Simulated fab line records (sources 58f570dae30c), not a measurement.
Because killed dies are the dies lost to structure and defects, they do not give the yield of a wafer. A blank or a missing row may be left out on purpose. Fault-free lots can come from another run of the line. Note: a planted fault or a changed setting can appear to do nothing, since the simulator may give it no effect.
fab line records    flow berkeleyCmos170
[record] lots = 5  wafers = 15  lastDay = 11
route steps=331 shown V1@260 M2@271 M3@331
lots that met no fault: from a run of the same line without faults
startH: the number of hours between the record's first day and the start of the first shown wafer of the lot    waitH: hours since the lot's step before    " as in the row above    L1.1+2: one row covering several wafers at once    - no value, or no start given    * or withheld: withheld    < > ~ a bound
route shown NAME@n: names a module that has steps shown in the file, with the first one's number in the route    usual: average and standard deviation across the fault-free wafers    same: alike in all rows    chamber/n: place in a boat    sites: the reading at each site    _std_site: standard deviation of those values    _edge_site: outer sites' mean less inner sites'    radiusMm: how far each site lies from the wafer's centre    mask NAME#n: copy n    behind: tool/chamber where the wafer was last shaped    hold: cause of the lot's hold/its duration in hours/its outcome    device: the n, p or np transistor that did not switch    end of line: tests run on the same wafers once the route is complete    step lacking rows: just its recipe    killed: not the wafer's yield, but the dies lost to structure and defects at the first sort    map: shows each die of a wafer: x if killed, . if not, _ if none is there
set.NAME: the setting as run; set.NAME@STEP: as run at that earlier step    model.NAME: the simulator's own value behind a step, which no gauge read
certain route steps with their lots: each step a table, each wafer a row
services: a tool's chamber out of use, with start hour (startH, from the record's first day; less than 0 if before it), hours out, and reason
[[steps]]
[step UCB170_V1_HMDS_06]
[recipe] primeTimeS = 60  primeTempC = 100
[step UCB170_V1_COAT_07]
[recipe] resist = KrF  spinRpm = 1500  resistThkNm = 900
[step UCB170_V1_SOFTBAKE_08]
[recipe] resist = KrF  tempC = 130  timeS = 60
[step UCB170_V1_EXPOSE_09]
[recipe] maskId = VIA1  targetCdNm = 700  na = 0.5  sigmaOuter = 0.6  sourceShape = conventional  doseMj = 37
[step UCB170_V1_PEB_10]
[recipe] pebTempC = 130  pebTimeS = withheld  resist = KrF
[step UCB170_V1_DEVELOP_11]
[recipe] developer = TMAH  developTimeS = 45  resist = KrF  devTempC = 21
[step UCB170_V1_CD_MEAS_12]
[recipe] targetCdNm = 700
[usual] cdNm = 699.9/1.2
lot.wafer  tool      chamber  startH  waitH  cdNm
L950.2     cdSem-02  -        158.32  -      698.2
L950.3     "         -        "       "      697.9
L950.4     "         -        "       "      697.5
L953.1     cdSem-01  -        175.56  -      698.7
L953.5     "         -        "       "      700.2
L953.6     "         -        "       "      700.4
L962.2     cdSem-02  -        226.95  -      701.1
L962.3     "         -        "       "      701.3
L962.4     "         -        "       "      701.0
L966.1     cdSem-01  -        250.22  -      699.3
L966.2     "         -        "       "      699.1
L966.3     "         -        "       "      699.6
L970.2     cdSem-02  -        250.77  -      698.4
L970.5     "         -        "       "      698.9
L970.6     "         -        "       "      699.6
[step UCB170_V1_OVL_MEAS_13]
[usual] V1_OVL = 1/5
lot.wafer  tool        chamber  startH  waitH  V1_OVL[nm]
L950.2     overlay-01  -        158.43  0.1    -1
L950.3     "           -        "       "      6
L950.4     "           -        "       "      1
L953.1     overlay-02  -        175.68  0.1    3
L953.5     "           -        "       "      -1
L953.6     "           -        "       "      8
L962.2     overlay-01  -        227.05  0.1    0
L962.3     "           -        "       "      1
L962.4     "           -        "       "      1
L966.1     overlay-02  -        250.34  0.1    5
L966.2     "           -        "       "      4
L966.3     "           -        "       "      5
L970.2     overlay-02  -        250.88  0.1    -1
L970.5     "           -        "       "      1
L970.6     "           -        "       "      1
[step UCB170_V1_ETCH_14]
[recipe] chemistry = CHF3/CF4/Ar  target = SiO2  stopOn = Al  CHF3_flow_sccm = 45  cf4FlowSccm = 15  Ar_flow_sccm = 150  pressureMtorr = 200  rfW = 700  targetDepthA = 12500  overEtchFrac = 0.25  timeS = 291
[usual] drypumpMotorCurrentA = 5.7/0.44  oesProductAu = 0.878/0.013  throttleValvePct = 6.96/0.087
lot.wafer  tool        chamber  startH  waitH  drypumpMotorCurrentA  oesProductAu  rfHoursCounterH  throttleValvePct
L950.2     rieDiel-03  1        158.46  0.0    5.9                   0.865         144              6.92
L950.3     "           2        "       "      6.6                   0.894         37               6.95
L950.4     "           3        "       "      6.0                   0.867         54               6.91
L953.1     rieDiel-02  2        175.72  0.0    5.2                   0.873         11               7.01
L953.5     "           3        "       "      5.1                   0.881         -                6.94
L953.6     "           0        "       "      5.7                   0.859         -                6.90
L962.2     rieDiel-02  2        227.08  0.0    5.2                   0.873         13               7.03
L962.3     "           0        "       "      5.6                   0.861         23               6.91
L962.4     "           3        "       "      5.1                   0.869         23               6.92
L966.1     rieDiel-01  2        250.38  0.0    5.3                   0.878         9                6.84
L966.2     "           1        "       "      6.2                   0.880         4                7.11
L966.3     "           0        "       "      5.6                   0.899         72               6.93
L970.2     rieDiel-01  2        250.91  0.0    5.2                   0.882         9                6.81
L970.5     "           2        "       "      5.3                   0.874         -                6.83
L970.6     "           1        "       "      6.2                   0.871         -                7.14
[step UCB170_V1_STRIP_15]
[recipe] chemistry = O2  powerW = 400  pressureMtorr = 3500  platenTempC = withheld  o2FlowSccm = 400  overashFraction = 0.5
[usual] drypumpMotorCurrentA = 5.77/0.23  oesProductAu = 0.722/0.0045  stripTimeToEndpointS = 15.34/0.17
lot.wafer  tool            chamber  startH  waitH  drypumpMotorCurrentA  oesProductAu  rfHoursCounterH  stripTimeToEndpointS
L950.2     plasmaAsher-01  1        158.63  0.1    5.43                  0.717         46               15.37
L950.3     "               1        "       "      5.45                  0.723         -                15.44
L950.4     "               0        "       "      5.58                  0.723         -                15.46
L953.1     plasmaAsher-03  1        175.90  0.1    5.64                  0.728         45               15.59
L953.5     "               0        "       "      5.89                  0.720         -                15.31
L953.6     "               1        "       "      5.65                  0.723         -                15.40
L962.2     plasmaAsher-04  1        227.26  0.1    6.08                  0.716         44               15.58
L962.3     "               0        "       "      5.87                  0.719         -                15.39
L962.4     "               1        "       "      6.06                  0.728         -                15.42
L966.1     plasmaAsher-01  1        250.55  0.1    5.41                  0.723         57               15.47
L966.2     "               0        "       "      5.59                  0.717         57               15.18
L966.3     "               0        "       "      5.58                  0.725         -                15.65
L970.2     plasmaAsher-04  0        251.09  0.1    5.88                  0.725         47               15.50
L970.5     "               0        "       "      5.89                  0.725         -                15.64
L970.6     "               1        "       "      6.14                  0.719         -                15.21
[step UCB170_V1_CD_MEAS_90]
[recipe] targetCdNm = 700
[usual] cdNm = 700.2/1.6
lot.wafer  tool      chamber  startH  waitH  cdNm
L950.2     cdSem-01  -        158.75  0.1    696.3
L950.3     "         -        "       "      699.2
L950.4     "         -        "       "      697.5
L953.1     cdSem-01  -        176.00  0.1    697.9
L953.5     "         -        "       "      702.1
L953.6     "         -        "       "      700.7
L962.2     cdSem-01  -        227.38  0.1    700.3
L962.3     "         -        "       "      701.0
L962.4     "         -        "       "      702.8
L966.1     cdSem-01  -        250.65  0.1    698.5
L966.2     "         -        "       "      700.5
L966.3     "         -        "       "      700.0
L970.2     cdSem-02  -        251.21  0.1    697.8
L970.5     "         -        "       "      698.8
L970.6     "         -        "       "      701.8
[step UCB170_M2_PRE_CLEAN_00]
[recipe] gas = Ar  precleanEtchTimeS = 60
[step UCB170_M2_SPUTTER_01]
[recipe] material = Al  targetThkNm = 900  timeS = 120  powerW = 6000  chamberPressurePa = 0.5
[usual] throttleValvePct = 30.5/0.88
lot.wafer  tool           chamber  startH  waitH  throttleValvePct  model.Al_of_M2_SPUTTER_01.thkNm
L950.2     pvdSputter-03  -        158.92  0.0    31.7              912.1
L950.3     "              -        "       "      30.2              909.4
L950.4     "              -        "       "      31.3              915.2
L953.1     pvdSputter-03  -        176.18  0.0    31.1              904.7
L953.5     "              -        "       "      31.4              908.4
L953.6     "              -        "       "      28.7              892.4
L962.2     pvdSputter-03  -        227.55  0.0    30.1              919.5
L962.3     "              -        "       "      28.5              416.9
L962.4     "              -        "       "      31.6              917.3
L966.1     pvdSputter-04  -        250.84  0.0    31.5              898
L966.2     "              -        "       "      30.8              903.5
L966.3     "              -        "       "      30.3              919
L970.2     pvdSputter-04  -        251.37  0.0    30.7              904.5
L970.5     "              -        "       "      31.1              916.5
L970.6     "              -        "       "      31.0              902.1
[step UCB170_M2_RS_MEAS_02]
[recipe] thkMeasGauge = four-point-probe  reads = Al_of_M2_SPUTTER_01
[usual] M2_AL_RS = 0.0320/0.00043
lot.wafer  tool          chamber  startH  waitH  M2_AL_RS[ohm/sq]
L950.2     filmMetro-04  -        159.02  0.1    0.0317
L950.3     "             -        "       "      0.0319
L950.4     "             -        "       "      0.0317
L953.1     filmMetro-04  -        176.27  0.0    0.0320
L953.5     "             -        "       "      0.0319
L953.6     "             -        "       "      0.0324
L962.2     filmMetro-01  -        227.65  0.1    0.0314
L962.3     "             -        "       "      0.0703
L962.4     "             -        "       "      0.0314
L966.1     filmMetro-04  -        250.92  0.0    0.0323
L966.2     "             -        "       "      0.0321
L966.3     "             -        "       "      0.0316
L970.2     filmMetro-04  -        251.48  0.1    0.0320
L970.5     "             -        "       "      0.0316
L970.6     "             -        "       "      0.0321
[step UCB170_M2_THK_MEAS_03]
[recipe] thkMeasGauge = xrf  reads = Al_of_M2_SPUTTER_01
[usual] M2_AL_THK = 907/13
lot.wafer  tool          chamber  startH  waitH  M2_AL_THK[nm]
L950.2     filmMetro-04  -        159.13  0.1    923
L950.3     "             -        "       "      921
L950.4     "             -        "       "      927
L953.1     filmMetro-04  -        176.39  0.1    906
L953.5     "             -        "       "      912
L953.6     "             -        "       "      896
L962.2     filmMetro-01  -        227.76  0.1    919
L962.3     "             -        "       "      418
L962.4     "             -        "       "      919
L966.1     filmMetro-04  -        251.04  0.1    900
L966.2     "             -        "       "      902
L966.3     "             -        "       "      916
L970.2     filmMetro-04  -        251.59  0.1    912
L970.5     "             -        "       "      918
L970.6     "             -        "       "      902
[step UCB170_M2_HMDS_04]
[recipe] primeTimeS = 60  primeTempC = 100
[step UCB170_M2_COAT_05]
[recipe] resist = KrF  spinRpm = 1500  resistThkNm = 900
[step UCB170_M2_SOFTBAKE_06]
[recipe] resist = KrF  tempC = 130  timeS = 60
[step UCB170_M2_STRIP_07]
[recipe] chemistry = O2  powerW = 400  pressureMtorr = 3500  platenTempC = withheld  o2FlowSccm = 400  overashFraction = 0.5
[usual] drypumpMotorCurrentA = 5.66/0.24  oesProductAu = 0.735/0.0046  stripTimeToEndpointS = 21.98/0.076
lot.wafer  tool            chamber  startH  waitH  drypumpMotorCurrentA  oesProductAu  rfHoursCounterH  stripTimeToEndpointS
L950.2     plasmaAsher-01  1        159.63  0.1    5.45                  0.734         46               21.86
L950.3     "               1        "       "      5.43                  0.739         -                21.88
L950.4     "               0        "       "      5.57                  0.739         -                21.90
L953.1     plasmaAsher-01  1        177.34  0.1    5.43                  0.737         49               22.06
L953.5     "               0        "       "      5.56                  0.735         -                22.09
L953.6     "               1        "       "      5.42                  0.748         -                22.01
L962.2     plasmaAsher-01  0        228.26  0.1    5.58                  0.732         55               21.93
L962.3     "               0        "       "      5.58                  0.738         -                21.91
L962.4     "               1        "       "      5.42                  0.736         -                21.97
L966.1     plasmaAsher-01  0        252.10  0.1    5.56                  0.731         57               22.06
L966.2     "               1        "       "      5.43                  0.733         57               22.01
L966.3     "               0        "       "      5.58                  0.734         -                22.01
L970.2     plasmaAsher-04  1        252.55  0.1    6.10                  0.736         47               21.90
L970.5     "               0        "       "      5.89                  0.731         -                21.96
L970.6     "               1        "       "      6.09                  0.738         -                21.92
[step UCB170_M2_STRIP_08]
[recipe] chemistry = DMSO  tempC = 80  timeS = 600  material = KrF
[step UCB170_M2_COAT_09]
[recipe] resist = BARC  tempC = withheld  timeS = withheld  spinRpm = 3000  resistThkNm = withheld
[step UCB170_M2_COAT_10]
[recipe] resist = KrF  spinRpm = 1500  resistThkNm = 900
[step UCB170_M2_SOFTBAKE_11]
[recipe] resist = KrF  tempC = 130  timeS = 60
[step UCB170_M2_EXPOSE_12]
[recipe] maskId = METAL2  targetCdNm = 700  na = 0.5  sigmaOuter = 0.6  sourceShape = conventional  doseMj = 26
[step UCB170_M2_PEB_13]
[recipe] pebTempC = 130  pebTimeS = withheld  resist = KrF
[step UCB170_M2_DEVELOP_14]
[recipe] developer = TMAH  developTimeS = 45  resist = KrF  devTempC = 21
[step UCB170_M2_CD_MEAS_15]
[recipe] targetCdNm = 700
[usual] cdNm = 700.2/1.4
lot.wafer  tool      chamber  startH  waitH  cdNm
L950.2     cdSem-02  -        160.99  -      698.2
L950.3     "         -        "       "      698.3
L950.4     "         -        "       "      698.5
L953.1     cdSem-01  -        178.62  -      704.0
L953.5     "         -        "       "      702.8
L953.6     "         -        "       "      703.3
L962.2     cdSem-01  -        231.49  -      698.9
L962.3     "         -        "       "      698.1
L962.4     "         -        "       "      698.4
L966.1     cdSem-01  -        254.28  -      701.6
L966.2     "         -        "       "      701.0
L966.3     "         -        "       "      702.3
L970.2     cdSem-02  -        255.19  -      700.6
L970.5     "         -        "       "      700.7
L970.6     "         -        "       "      701.8
[step UCB170_M2_OVL_MEAS_16]
[usual] M2_OVL = -4/5.7
lot.wafer  tool        chamber  startH  waitH  M2_OVL[nm]
L950.2     overlay-01  -        161.09  0.1    -5
L950.3     "           -        "       "      -1
L950.4     "           -        "       "      -10
L953.1     overlay-01  -        178.74  0.1    -4
L953.5     "           -        "       "      1
L953.6     "           -        "       "      -6
L962.2     overlay-02  -        231.59  0.1    -9
L962.3     "           -        "       "      -3
L962.4     "           -        "       "      4
L966.1     overlay-01  -        254.40  0.1    -5
L966.2     "           -        "       "      0
L966.3     "           -        "       "      -4
L970.2     overlay-02  -        255.30  0.1    -7
L970.5     "           -        "       "      2
L970.6     "           -        "       "      -5
[step UCB170_M2_ETCH_17]
[recipe] chemistry = N2/H2  targetDepthA = withheld  overetchA = withheld  target = BARC  timeS = withheld  sourceW = 500  biasW = 100  pressureMtorr = 30  n2FlowSccm = 100  h2FlowSccm = 200
[usual] biasW = 99.97/0.29  drypumpMotorCurrentA = 5.8/0.46  oesProductAu = 1.010/0.027  throttleValvePct = 13.30/0.17
lot.wafer  tool        chamber  startH  waitH  biasW   drypumpMotorCurrentA  oesProductAu  throttleValvePct
L950.2     rieDiel-01  2        161.12  0.0    99.96   5.3                   1.013         13.08
L950.3     "           0        "       "      100.10  5.6                   1.015         13.33
L950.4     "           3        "       "      99.74   5.7                   0.992         13.35
L953.1     rieDiel-03  3        178.77  0.0    100.37  6.0                   1.000         13.22
L953.5     "           3        "       "      100.10  6.0                   1.009         13.23
L953.6     "           0        "       "      99.86   5.3                   1.025         13.22
L962.2     rieDiel-04  1        231.62  0.0    100.59  5.3                   0.996         13.53
L962.3     "           3        "       "      99.88   6.2                   0.984         13.21
L962.4     "           0        "       "      100.07  5.1                   0.933         13.21
L966.1     rieDiel-03  0        254.43  0.0    100.13  5.3                   1.021         13.23
L966.2     "           3        "       "      99.66   6.0                   1.000         13.23
L966.3     "           2        "       "      99.65   6.6                   1.053         13.17
L970.2     rieDiel-01  2        255.33  0.0    100.15  5.3                   1.017         13.07
L970.5     "           2        "       "      100.06  5.2                   1.008         13.09
L970.6     "           0        "       "      100.11  5.6                   1.010         13.34
[step UCB170_M2_METAL_ETCH_18]
[recipe] chemistry = Cl2/BCl3  target = Al  stopOn = SiO2  pressureMtorr = 12  targetDepthA = 11700  overEtchFrac = 0.3  timeS = 195  icpW = 600  biasW = 120  Cl2_flow_sccm = 90  bcl3FlowSccm = 45
[usual] biasW = 120.0/0.36  drypumpMotorCurrentA = 5.6/0.38  oesProductAu = 0.861/0.012  throttleValvePct = 24.27/0.17
lot.wafer  tool         chamber  startH  waitH  biasW  drypumpMotorCurrentA  oesProductAu  rfHoursCounterH  throttleValvePct
L950.2     rieMetal-01  1        161.17  -      119.9  6.0                   0.850         15               24.62
L950.3     "            0        "       "      120.2  5.5                   0.852         -                24.21
L950.4     "            1        "       "      119.9  6.0                   0.854         -                24.61
L953.1     rieMetal-01  0        178.81  -      119.9  5.5                   0.848         3                24.23
L953.5     "            0        "       "      119.8  5.5                   0.863         -                24.21
L953.6     "            1        "       "      121.0  5.9                   0.840         -                24.63
L962.2     rieMetal-01  0        231.66  -      119.3  5.5                   0.862         5                24.21
L962.3     "            0        "       "      119.6  5.5                   0.601         -                24.34
L962.4     "            1        "       "      120.3  6.0                   0.857         -                24.41
L966.1     rieMetal-01  0        254.48  -      119.8  5.5                   0.848         5                24.21
L966.2     "            1        "       "      119.9  6.0                   0.848         1                24.42
L966.3     "            1        "       "      120.5  6.0                   0.850         -                24.42
L970.2     rieMetal-01  0        255.37  -      118.9  5.5                   0.854         6                24.21
L970.5     "            1        "       "      119.9  6.0                   0.858         -                24.41
L970.6     "            0        "       "      119.5  5.5                   0.852         -                24.21
[step UCB170_M2_STRIP_19]
[recipe] chemistry = O2  powerW = 400  pressureMtorr = 3500  platenTempC = withheld  o2FlowSccm = 400  overashFraction = 0.5
[usual] drypumpMotorCurrentA = 5.66/0.24  oesProductAu = 0.529/0.021
lot.wafer  tool            chamber  startH  waitH  drypumpMotorCurrentA  oesProductAu  rfHoursCounterH
L950.2     plasmaAsher-04  1        161.35  0.1    6.10                  0.528         37
L950.3     "               1        "       "      6.12                  0.555         -
L950.4     "               0        "       "      5.90                  0.520         -
L953.1     plasmaAsher-01  0        179.00  0.1    5.57                  0.562         49
L953.5     "               1        "       "      5.43                  0.550         -
L953.6     "               0        "       "      5.57                  0.526         -
L962.2     plasmaAsher-02  1        231.85  0.1    5.80                  0.555         15
L962.3     "               0        "       "      5.40                  0.553         -
L962.4     "               1        "       "      5.79                  0.480         -
L966.1     plasmaAsher-04  1        254.73  0.2    6.08                  0.539         48
L966.2     "               0        "       "      5.86                  0.474         48
L966.3     "               1        "       "      6.09                  0.481         -
L970.2     plasmaAsher-02  0        255.56  0.1    5.40                  0.553         18
L970.5     "               0        "       "      5.39                  0.473         -
L970.6     "               1        "       "      5.83                  0.550         -
[step UCB170_M3_PROBE_99]
lot.wafer  tool       chamber  startH  waitH  model.etest.antennaM2.vtShiftV
L950.2     prober-01  -        168.56  0.1    -0.01561
L950.3     prober-01  -        168.61  0.2    -0.007349
L950.4     prober-01  -        168.66  0.2    -0.01565
L953.1     prober-02  -        184.66  0.1    -0.009978
L953.5     prober-02  -        184.86  0.2    -0.01247
L953.6     prober-02  -        184.91  0.2    -0.0166
L962.2     prober-02  -        237.56  0.1    -0.01436
L962.3     prober-02  -        237.61  0.2    -0.02187
L962.4     prober-02  -        237.66  0.2    -0.01288
L966.1     prober-02  -        261.33  0.1    -0.01633
L966.2     prober-02  -        261.38  0.1    -0.02111
L966.3     prober-02  -        261.43  0.2    -0.01002
L970.2     prober-02  -        263.01  0.1    -0.01511
L970.5     prober-02  -        263.16  0.2    -0.01251
L970.6     prober-02  -        263.21  0.2    -0.01003
// killed by level:class
L950.2 GATE:geometricParticle:short=2 GATE:geometricParticle:open=1 SPACER:geometricParticle:short=1 CONTACT:geometricParticle:open=1 ACTIVE:areaEtch=1
L950.3 V1:geometricParticle:short=1 PWELL:areaEtch=1
L950.4 ACTIVE:areaEtch=2 GATE:geometricParticle:open=1
L953.1 WELLDRIVE:geometricParticle:open=1 SCREENOX:geometricParticle:short=1 SPACER:geometricParticle:open=1 PSD:coatMicrobubblePrinted=1
L953.5 ACTIVE:geometricParticle:open=1 PSD:coatMicrobubblePrinted=1
L953.6 SCREENOX:geometricParticle:open=1 GATE:geometricParticle:open=1 GATE:geometricParticle:short=1 SPACER:geometricParticle:open=1 SILICIDE:geometricParticle:open=1
L966.1 M3:geometricParticle:short=2 START:geometricParticle:open=1 GATE:geometricParticle:open=1
L966.2 FIELD:geometricParticle:open=1 GATE:geometricParticle:open=1 SPACER:geometricParticle:open=1 SILICIDE:geometricParticle:open=1 CONTACT:geometricParticle:open=1
L966.3 M3:geometricParticle:open=2 FIELD:geometricParticle:short=1 SILICIDE:geometricParticle:open=1 V1:geometricParticle:open=1 ACTIVE:areaEtch=1
L970.2 GATE:geometricParticle:open=3 START:geometricParticle:open=1 FIELD:geometricParticle:open=1
L970.5 NWELL:areaEtch=2 SPACER:geometricParticle:short=1 V1:geometricParticle:short=1 M2:geometricParticle:short=1 M3:geometricParticle:short=1
[[services]]
tool            chamber  startH  hours  kind
rieDiel-03      3        135.89  5.6    repair
plasmaAsher-02  -        146.21  1.0    repair
plasmaAsher-03  -        152.96  14.6   pm
rieDiel-01      1        165.87  -      clean
rieDiel-01      1        165.87  16.3   scheduledDown
rieDiel-01      1        165.87  16.3   ventCycle
plasmaAsher-01  -        165.95  0.4    repair
pvdSputter-03   -        166.33  1.6    repair
plasmaAsher-04  -        166.36  14.6   pm
rieDiel-04      3        166.57  13.6   repair
rieDiel-02      -        166.87  1.2    repair
pvdSputter-03   -        172.79  1.6    repair
rieDiel-03      -        189.77  4.3    pm
rieMetal-01     1        200.42  -      clean
rieMetal-01     1        200.42  23.7   scheduledDown
rieMetal-01     1        200.42  23.7   ventCycle
rieDiel-02      0        212.89  5.8    repair
rieDiel-02      1        215.32  5.4    repair
plasmaAsher-01  -        228.80  5.0    repair
rieDiel-02      1        232.69  31.2   repair
pvdSputter-03   -        233.41  7.9    repair
rieDiel-02      0        234.86  1.3    repair
rieDiel-01      3        244.79  -      clean
rieDiel-01      3        244.79  15.8   scheduledDown
[[key]]
[firstSign] step = UCB170_M2_RS_MEAS_02  reading = M2_AL_RS  direction = up  sigmas = 90  usual = 0.0320  struck = 0.0703
[effect] step = UCB170_M2_THK_MEAS_03  reading = M2_AL_THK  direction = down  sigmas = 38  usual = 907  struck = 418
[effect] step = UCB170_M2_METAL_ETCH_18  reading = oesProductAu  direction = down  sigmas = 21  usual = 0.861  struck = 0.601
[modelEffect] step = UCB170_M2_SPUTTER_01  value = Al_of_M2_SPUTTER_01.thkNm  without = 915.2  struck = 416.9
[modelEffect] step = UCB170_M3_PROBE_99  value = etest.antennaM2.vtShiftV  without = -0.01157  struck = -0.02187
metAt UCB170_M2_SPUTTER_01
struckWafers L962.3
sortLeftOut L962.3
onsetBetween 176.18 227.55
[fault] kind = processParameterDrift  tool = pvdSputter-03  chamber = -  onsetH = 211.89  steps = UCB170_M2_SPUTTER_01  channel = timeS  offset = *  shape = step  endH = 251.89  actsIn = *  stated = *  scope = struckWafersOnly
// sortLeftOut: the simulated sort isn't trusted on such a fault, so these wafers' sort isn't shown, and their yield isn't known
